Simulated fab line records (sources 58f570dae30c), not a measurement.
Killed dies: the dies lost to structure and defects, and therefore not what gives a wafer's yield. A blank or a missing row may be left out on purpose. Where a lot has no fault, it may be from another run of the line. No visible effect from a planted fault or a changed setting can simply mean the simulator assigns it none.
fab line records | flow berkeley_cmos170
[record] lots = 14 wafers = 42 last_day = 11
route steps=331 shown BACKSIDE@202 SDANNEAL@204 NLDD@209 SILICIDE@212
lots that met no fault: from a run of the same line without faults
start_h: the number of hours between the record's first day and the start of the first shown wafer of the lot | wait_h: time in hours since the lot's previous step | " the same as in the row above | L1.1+2: one row covering several wafers at once | - either no value or no given start | * or withheld: withheld | < > ~ a bound
route shown NAME@n: a module of which the file shows steps, and the number in the route of the first | usual: mean/standard deviation of fault-free wafers | same: alike in all rows | chamber/n: place in a boat | sites: each site's reading | _std_site: the values' standard deviation | _edge_site: mean of outer sites minus mean of inner sites | radius_mm: how far each site lies from the wafer's centre | mask NAME#n: copy n | behind: the last tool/chamber to shape the wafer | hold: why the lot was held/for how many hours/how that ended | device: names the non-switching transistor (n, p or np) | end of line: at the end of the route, the tests of the same wafers | for a step that has no rows: nothing shown but its recipe | killed: the dies lost at the first sort to structure and to defects; this is not the yield of the wafer | map: the dies of a wafer, with x for killed, . for not killed, _ for no die there
set.NAME: the setting that was run; set.NAME@STEP: the one run at that earlier step | model.NAME: the simulator's own value behind a step, which no gauge read
one table for each step of the route and one row for each wafer, over a sample of lots
services: when a tool's chamber went out of use (start_h, in hours from the record's first day, below 0 if earlier), for how many hours, and the reason
[[steps]]
[step UCB170_BACKSIDE_STRIP_03]
[recipe] chemistry = O2 power_w = 400 pressure_mtorr = 3500 platen_temp_c = withheld o2_flow_sccm = 400 overash_fraction = 0.5
[usual] chamber_pressure_mTorr = 3500/3.1 drypump_motor_current_A = 6.0/0.64 oes_product_au = 0.734/0.0048 strip_time_to_endpoint_s = 21.97/0.068
// columns lot.wafer tool chamber start_h wait_h chamber_pressure_mTorr drypump_motor_current_A oes_product_au rf_hours_counter_h strip_time_to_endpoint_s
L889.1 plasma_asher-04 1 152.27 0.1 3492 5.8 0.731 4 22.01
L889.2 " 0 " " 3503 6.6 0.734 4 21.93
L889.5 " 1 " " 3505 5.8 0.733 - 21.96
L888.1 plasma_asher-04 1 152.72 0.1 3500 5.8 0.736 4 21.93
L888.2 " 0 " " 3497 6.6 0.738 4 21.95
L888.5 " 0 " " 3502 6.5 0.728 - 21.93
L892.1 plasma_asher-01 0 168.59 0.1 3498 4.9 0.735 47 21.86
L892.3 " 0 " " 3501 4.9 0.730 - 21.88
L892.5 " 1 " " 3498 4.8 0.735 - 21.87
L891.2 plasma_asher-03 1 168.73 0.1 3499 6.6 0.734 46 21.99
L891.4 " 1 " " 3505 6.6 0.739 - 21.98
L891.6 " 0 " " 3500 6.0 0.735 - 21.94
L893.3 plasma_asher-03 0 169.49 0.1 3499 6.0 0.741 - 21.99
L893.4 " 1 " " 3497 6.6 0.741 - 21.96
L893.6 " 1 " " 3503 6.6 0.727 - 22.01
L895.2 plasma_asher-03 1 181.28 0.1 3501 6.6 0.741 48 21.97
L895.4 " 1 " " 3496 6.6 0.736 - 21.90
L895.5 " 1 " " 3501 6.6 0.730 - 21.97
L899.1 plasma_asher-04 1 195.43 0.1 3499 5.8 0.734 7 21.91
L899.2 " 0 " " 3499 6.5 0.733 7 21.93
L899.6 " 0 " " 3503 6.5 0.738 - 21.93
L896.1 plasma_asher-03 0 195.55 0.1 - - - - -
L896.4 " 0 " " - - - - -
L896.5 " 1 " " - - - - -
L897.3 plasma_asher-04 0 195.61 0.1 - - - - -
L897.4 " 1 " " - - - - -
L897.6 " 1 " " - - - - -
L898.1 plasma_asher-01 1 195.88 0.1 3498 4.8 0.742 51 21.97
L898.2 " 0 " " 3503 4.9 0.739 51 21.93
L898.5 " 1 " " 3499 4.8 0.744 - 22.02
L904.3 plasma_asher-03 0 219.38 0.1 3500 6.0 0.734 - 21.89
L904.4 " 1 " " 3497 6.6 0.734 - 21.95
L904.5 " 1 " " 3506 6.6 0.732 - 21.94
L907.1 plasma_asher-03 0 227.24 0.1 3501 6.0 0.737 54 22.14
L907.4 " 0 " " 3502 6.0 0.729 - 22.03
L907.6 " 0 " " 3497 5.9 0.732 - 22.09
L906.1 plasma_asher-04 1 227.95 0.1 3501 5.8 0.746 12 21.84
L906.2 " 0 " " 3496 6.5 0.729 12 21.93
L906.5 " 0 " " 3500 6.5 0.732 - 21.92
L909.1 plasma_asher-04 0 235.54 0.1 3499 6.6 0.730 13 22.01
L909.3 " 0 " " 3504 6.6 0.732 - 22.03
L909.5 " 1 " " 3501 5.8 0.736 - 22.01
[step UCB170_SDANNEAL_RTA_00]
[recipe] temp_c = 900 time_s = 10 ambient = N2
[usual] lamp_power_pct = 25.2/1.4 wafer_temp_C_max = 905.9/1.9
// columns lot.wafer tool chamber start_h wait_h lamp_power_pct wafer_temp_C_max
L889.1 rtp_anneal-02 0 152.55 0.0 26.4 906.6
L889.2 " 0 " " 26.4 906.5
L889.5 " 0 " " 26.3 907.1
L888.1 rtp_anneal-01 0 153.00 0.0 23.6 903.3
L888.2 " 0 " " 23.7 904.3
L888.5 " 0 " " 23.6 904.8
L892.1 rtp_anneal-02 0 168.87 0.0 26.4 907.7
L892.3 " 0 " " 26.4 905.7
L892.5 " 0 " " 26.4 906.4
L891.2 rtp_anneal-01 0 169.02 0.0 23.6 903.9
L891.4 " 0 " " 23.6 903.2
L891.6 " 0 " " 23.6 903.4
L893.3 rtp_anneal-01 0 169.75 0.0 23.6 904.0
L893.4 " 0 " " 23.6 904.0
L893.6 " 0 " " 23.6 904.3
L895.2 rtp_anneal-02 0 181.57 0.0 26.4 906.2
L895.4 " 0 " " 26.4 908.2
L895.5 " 0 " " 26.4 907.4
L899.1 rtp_anneal-01 0 195.74 0.0 23.6 903.4
L899.2 " 0 " " 23.6 904.1
L899.6 " 0 " " 23.6 904.6
L898.1 rtp_anneal-02 0 196.16 0.0 26.4 909.3
L898.2 " 0 " " 26.3 907.6
L898.5 " 0 " " 26.4 908.7
L904.3 rtp_anneal-02 0 219.64 0.0 26.4 908.0
L904.4 " 0 " " 26.4 905.4
L904.5 " 0 " " 26.4 909.4
L907.1 rtp_anneal-02 0 227.72 0.0 26.4 904.4
L907.4 " 0 " " 26.4 905.9
L907.6 " 0 " " 26.4 909.6
L906.1 rtp_anneal-02 0 228.35 0.1 26.4 908.0
L906.2 " 0 " " 26.4 907.6
L906.5 " 0 " " 26.4 908.1
L909.1 rtp_anneal-01 0 235.82 0.0 23.6 903.7
L909.3 " 0 " " 23.6 904.9
L909.5 " 0 " " 23.6 905.1
[step UCB170_SDANNEAL_RS_MEAS_05]
[recipe] thk_meas_gauge = four-point-probe
[usual] NLDD_RS = 616.3/1.6
// columns lot.wafer tool chamber start_h wait_h NLDD_RS[ohm/sq]
L889.1 film_metro-03 - 153.03 0.1 617.6
L889.2 " - " " 619.4
L889.5 " - " " 619.0
L888.1 film_metro-04 - 153.48 0.1 614.4
L888.2 " - " " 615.3
L888.5 " - " " 615.5
L892.1 film_metro-03 - 169.35 0.1 617.6
L892.3 " - " " 618.0
L892.5 " - " " 616.9
L891.2 film_metro-01 - 169.51 0.1 614.5
L891.4 " - " " 614.3
L891.6 " - " " 614.1
L893.3 film_metro-04 - 170.25 0.1 616.1
L893.4 " - " " 615.6
L893.6 " - " " 614.5
L895.2 film_metro-01 - 182.06 0.1 614.2
L895.4 " - " " 612.9
L895.5 " - " " 613.3
L899.1 film_metro-03 - 196.23 0.1 617.8
L899.2 " - " " 615.9
L899.6 " - " " 617.2
L898.1 film_metro-01 - 196.79 0.1 614.7
L898.2 " - " " 615.0
L898.5 " - " " 617.0
L904.3 film_metro-03 - 220.14 0.1 617.3
L904.4 " - " " 619.2
L904.5 " - " " 618.9
L907.1 film_metro-04 - 228.20 0.1 617.4
L907.4 " - " " 618.3
L907.6 " - " " 617.3
L906.1 film_metro-04 - 228.83 0.1 617.5
L906.2 " - " " 618.0
L906.5 " - " " 617.7
L909.1 film_metro-03 - 236.31 0.1 617.4
L909.3 " - " " 615.3
L909.5 " - " " 617.1
[step UCB170_SILICIDE_RS_MEAS_02]
[recipe] thk_meas_gauge = four-point-probe reads = Ti_of_SILICIDE_SPUTTER_01
[usual] SILICIDE_TI_RS = 26.1/0.46
// columns lot.wafer tool chamber start_h wait_h SILICIDE_TI_RS[ohm/sq]
L889.1 film_metro-02 - 153.27 0.0 25.8
L889.2 " - " " 26.7
L889.5 " - " " 26.2
L888.1 film_metro-01 - 153.70 0.0 25.5
L888.2 " - " " 25.8
L888.5 " - " " 26.1
L892.1 film_metro-04 - 169.57 0.0 26.2
L892.3 " - " " 26.5
L892.5 " - " " 26.3
L891.2 film_metro-01 - 169.73 0.0 26.3
L891.4 " - " " 26.2
L891.6 " - " " 26.0
L893.3 film_metro-01 - 170.47 0.1 26.0
L893.4 " - " " 26.3
L893.6 " - " " 26.4
L895.2 film_metro-02 - 182.28 0.0 26.2
L895.4 " - " " 26.1
L895.5 " - " " 25.9
L899.1 film_metro-02 - 196.44 0.0 26.0
L899.2 " - " " 25.6
L899.6 " - " " 25.5
L898.1 film_metro-04 - 197.01 0.0 26.0
L898.2 " - " " 25.5
L898.5 " - " " 25.4
L904.3 film_metro-04 - 220.36 0.1 25.9
L904.4 " - " " 26.1
L904.5 " - " " 26.0
L907.1 film_metro-02 - 228.42 0.0 25.0
L907.4 " - " " 25.7
L907.6 " - " " 24.9
L906.1 film_metro-04 - 229.05 0.0 25.9
L906.2 " - " " 25.7
L906.5 " - " " 25.4
L909.1 film_metro-04 - 236.53 0.0 25.9
L909.3 " - " " 26.5
L909.5 " - " " 25.7
[[services]]
// columns tool chamber start_h hours kind
plasma_asher-01 - 150.84 1.0 repair
rtp_anneal-02 - 159.36 4.0 pm
plasma_asher-04 - 160.31 15.6 pm
plasma_asher-01 - 196.21 2.0 repair
rtp_anneal-01 - 226.61 5.5 pm
[[key]]
[first_sign] step = UCB170_BACKSIDE_STRIP_03 reading = tool_record direction = missing
effect none on later readings
met_at UCB170_BACKSIDE_STRIP_03
struck_lots L896,L897
later_rows_left_out L896.1,L896.4,L896.5,L897.3,L897.4,L897.6
sort_left_out L896.1,L896.4,L896.5,L897.3,L897.4,L897.6
tester_left_out L896,L897
not_acting_at UCB170_SDANNEAL_RTA_00,UCB170_SDANNEAL_RS_MEAS_05,UCB170_SILICIDE_RS_MEAS_02
onset_between 195.43 195.55
[fault] kind = skipped_step_whole tool = plasma_asher-03,plasma_asher-04 chamber = - onset_h = 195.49 steps = UCB170_BACKSIDE_STRIP_03 scope = struck_lots_only
// tester_left_out: of these lots the tester's yield and bins aren't shown, on N5 and GAA mostly nor the transistor test; their killed dies are dies lost to structure and defects alone, not to doping, threshold or leakage, so they don't give the yield
// sort_left_out: the simulated sort isn't trusted on such a fault, so these wafers' sort isn't shown, and their yield isn't known
// later_rows_left_out: the simulator's readings of these wafers behind a module that went badly wrong aren't trusted and aren't shown, but for the sort
